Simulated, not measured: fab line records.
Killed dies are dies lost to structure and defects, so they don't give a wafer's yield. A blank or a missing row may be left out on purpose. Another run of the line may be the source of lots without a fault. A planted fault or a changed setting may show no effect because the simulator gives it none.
Which tool is to blame? -- flow ritCmos -- 21 wafers from 7 lots sampled at 2 of the route's 202 steps

== WHAT THE GAUGES SHOWED, per wafer ==
RIT_NSD_TW_MEAS_10.
lot,measured,on,NSD_TW
L674,day 3 07:42,filmMetro-04,3181 3173 3171
L676,day 3 18:10,filmMetro-01,3116 3108 3089
L682,day 4 21:34,filmMetro-01,2723 2716 2715 2717 2717 2722
L684,day 5 09:28,filmMetro-02,3159 3145 3126
L686,day 5 17:48,filmMetro-04,3164 3164 3143
L689,day 6 09:08,filmMetro-01,3089 3097 3101
L691,day 6 17:41,filmMetro-01,3096 3097 3104

== EACH LOT AND THE TOOL THAT RAN IT (in order: tool; ch and the chambers of the sampled wafers; start) ==
lot,RIT_NSD_IMPLANT_08
L674,"implanter-04 ch 0, day 3 07:23"
L676,"implanter-03 ch 0, day 3 17:51"
L682,"implanter-04 ch 0, day 4 21:15"
L684,"implanter-03 ch 0, day 5 09:08"
L686,"implanter-01 ch 0, day 5 17:23"
L689,"implanter-03 ch 0, day 6 08:50"
L691,"implanter-03 ch 0, day 6 17:21"
- RIT_NSD_IMPLANT_08

== THE ANSWER, worked out from the rows above alone ==
Rule: the usual values come from the lots themselves. The widest of any qualifying gaps counts: lots, ordered by their means at a reading, are off when they make up no more than a third of the lots, leave a main group of 4 or more, and stand apart from it by 3 or more times the standard deviation of that group's means. A main group whose means are all the same, to the digits that the tables above print for the reading, isn't used. Also off: a lot with no number at a reading for which 4 or more lots have one. All remaining lots with rows at the step are treated as sound.
Off: at RIT_NSD_TW_MEAS_10 (NSD_TW), L682. The main group has a mean of 3129 with a standard deviation of 31.
A tool fits if, at a process step before that reading, it ran every lot that is off, and no sound lot after the first of them. The gauges at RIT_NSD_TW_MEAS_10 are tried like those tools. One fits: RIT_NSD_IMPLANT_08 on implanter-04. Its last sound lot is L674 (day 3 07:23), its first lot that is off L682 (day 4 21:15): a fault that began between those two fits.

== WHAT THE SIMULATOR HAD PUT IN ==
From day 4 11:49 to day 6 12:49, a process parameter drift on implanter-04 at RIT_NSD_IMPLANT_08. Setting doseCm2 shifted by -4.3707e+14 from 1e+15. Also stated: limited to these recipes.
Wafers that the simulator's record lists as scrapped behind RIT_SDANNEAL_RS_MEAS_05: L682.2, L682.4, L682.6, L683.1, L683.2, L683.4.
Struck lots among those shown: L682. Same finding as the rule above.
